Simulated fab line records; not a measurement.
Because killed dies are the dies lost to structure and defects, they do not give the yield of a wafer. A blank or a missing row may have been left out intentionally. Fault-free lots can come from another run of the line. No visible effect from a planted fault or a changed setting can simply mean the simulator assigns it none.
The tool behind it: which one? || flow ritCmos || Sampling: 14 lots, 42 wafers, 2 of 202 route steps

WHAT EACH GAUGE READ, for each wafer
The record lacks any reading of a measuring or inspecting step that a usual standard deviation could be used to judge.

TOOL THAT RAN EACH LOT (tool first, then ch and the chambers of the sampled wafers, then the start)
{"lot": "L202", "RIT_CONTACT_CLEAN_13": "wetBench-02 ch 0, day 3 14:34", "RIT_M1_PROBE_99": "-"}
{"lot": "L204", "RIT_CONTACT_CLEAN_13": "wetBench-01 ch 3, day 3 20:50", "RIT_M1_PROBE_99": "-"}
{"lot": "L205", "RIT_CONTACT_CLEAN_13": "wetBench-02 ch 1, day 4 04:35", "RIT_M1_PROBE_99": "prober-01, day 4 09:05"}
{"lot": "L206", "RIT_CONTACT_CLEAN_13": "wetBench-03 ch 3, day 4 11:05", "RIT_M1_PROBE_99": "-"}
{"lot": "L207", "RIT_CONTACT_CLEAN_13": "wetBench-02 ch 1, day 4 14:55", "RIT_M1_PROBE_99": "-"}
{"lot": "L211", "RIT_CONTACT_CLEAN_13": "wetBench-02 ch 3, day 5 11:23", "RIT_M1_PROBE_99": "-"}
{"lot": "L212", "RIT_CONTACT_CLEAN_13": "wetBench-01 ch 3, day 5 19:26", "RIT_M1_PROBE_99": "-"}
{"lot": "L215", "RIT_CONTACT_CLEAN_13": "wetBench-01 ch 1, day 6 03:50", "RIT_M1_PROBE_99": "-"}
{"lot": "L217", "RIT_CONTACT_CLEAN_13": "wetBench-03 ch 1, day 6 19:48", "RIT_M1_PROBE_99": "-"}
{"lot": "L218", "RIT_CONTACT_CLEAN_13": "wetBench-02 ch 1, day 6 23:43", "RIT_M1_PROBE_99": "-"}
{"lot": "L219", "RIT_CONTACT_CLEAN_13": "wetBench-02 ch 2, day 7 02:17", "RIT_M1_PROBE_99": "-"}
{"lot": "L220", "RIT_CONTACT_CLEAN_13": "wetBench-02 ch 1, day 7 04:23", "RIT_M1_PROBE_99": "-"}
{"lot": "L221", "RIT_CONTACT_CLEAN_13": "wetBench-03 ch 0, day 7 14:40", "RIT_M1_PROBE_99": "-"}
{"lot": "L224", "RIT_CONTACT_CLEAN_13": "wetBench-02 ch 1, day 8 04:08", "RIT_M1_PROBE_99": "-"}
- RIT_CONTACT_CLEAN_13: cleans in SC1, time 600 s.
- RIT_M1_PROBE_99

AS READ BY THE TOOLS THEMSELVES (means over the sampled wafers that have a number; for cases with no such wafer, the mark the record gives instead)
RIT_CONTACT_CLEAN_13. Usual: 628 s for runLengthS, sd 4.
{"lot": "L202", "tool": "wetBench-02", "runLengthS (s)": 625, "flag": ""}
{"lot": "L204", "tool": "wetBench-01", "runLengthS (s)": 627, "flag": ""}
{"lot": "L205", "tool": "wetBench-02", "runLengthS (s)": 633, "flag": ""}
{"lot": "L206", "tool": "wetBench-03", "runLengthS (s)": 626, "flag": ""}
{"lot": "L207", "tool": "wetBench-02", "runLengthS (s)": 632, "flag": ""}
{"lot": "L211", "tool": "wetBench-02", "runLengthS (s)": 627, "flag": ""}
{"lot": "L212", "tool": "wetBench-01", "runLengthS (s)": 1073, "flag": "OFF"}
{"lot": "L215", "tool": "wetBench-01", "runLengthS (s)": 1071, "flag": "OFF"}
{"lot": "L217", "tool": "wetBench-03", "runLengthS (s)": 625, "flag": ""}
{"lot": "L218", "tool": "wetBench-02", "runLengthS (s)": 623, "flag": ""}
{"lot": "L219", "tool": "wetBench-02", "runLengthS (s)": 626, "flag": ""}
{"lot": "L220", "tool": "wetBench-02", "runLengthS (s)": 623, "flag": ""}
{"lot": "L221", "tool": "wetBench-03", "runLengthS (s)": 633, "flag": ""}
{"lot": "L224", "tool": "wetBench-02", "runLengthS (s)": 625, "flag": ""}

RIT_M1_PROBE_99. Usual: killedAtContacts 0.0, standard deviation 0.22; killedAtFrontEnd 7, standard deviation 3.3; killedDies 7, standard deviation 3.3; killedOpen 3.3, standard deviation 1.9; killedShort 3.6, standard deviation 2.1.
{"lot": "L205", "tool": "prober-01", "killedAtContacts": 0.3, "killedAtFrontEnd": 5, "killedDies": 6, "killedOpen": 1.7, "killedShort": 4.0, "flag": ""}

THE ANSWER, worked out from the rows above alone
Rule: a lot is off if the mean of its wafers that have a number lies more than 3 standard deviations from the usual mean. Also off: a lot with no number at a reading for which 4 or more lots have one. Any other lot the step has rows for is counted as sound. The gauges are gone through in route order, then the tools' own readings, and for those a lot's mean is taken as printed above. At the first step where some lot is off, the reading lying furthest off is the one used; lots without a number count as furthest.
Off, at RIT_CONTACT_CLEAN_13 on runLengthS: L212, L215.
If a tool, at that step or one of the process steps before it, ran each lot that is off and ran no sound lot following the first of them, it fits. One fits: RIT_CONTACT_CLEAN_13 on wetBench-01. Its last sound lot is L204 (day 3 20:50), its first lot that is off L212 (day 5 19:26): a fault that began between those two fits.
On the lots that are off, the tool's own readings at RIT_CONTACT_CLEAN_13 differ by more than 5 times the standard deviation of the sound lots' means, which bears it out; runLengthS reads 1072 s there versus 627 s on the sound lots.

WHAT WAS PUT IN BY THE SIMULATOR
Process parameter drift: wetBench-01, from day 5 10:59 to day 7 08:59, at RIT_CONTACT_CLEAN_13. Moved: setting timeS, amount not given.
Struck lots among those shown: L212, L215. The same result came from the rule above.
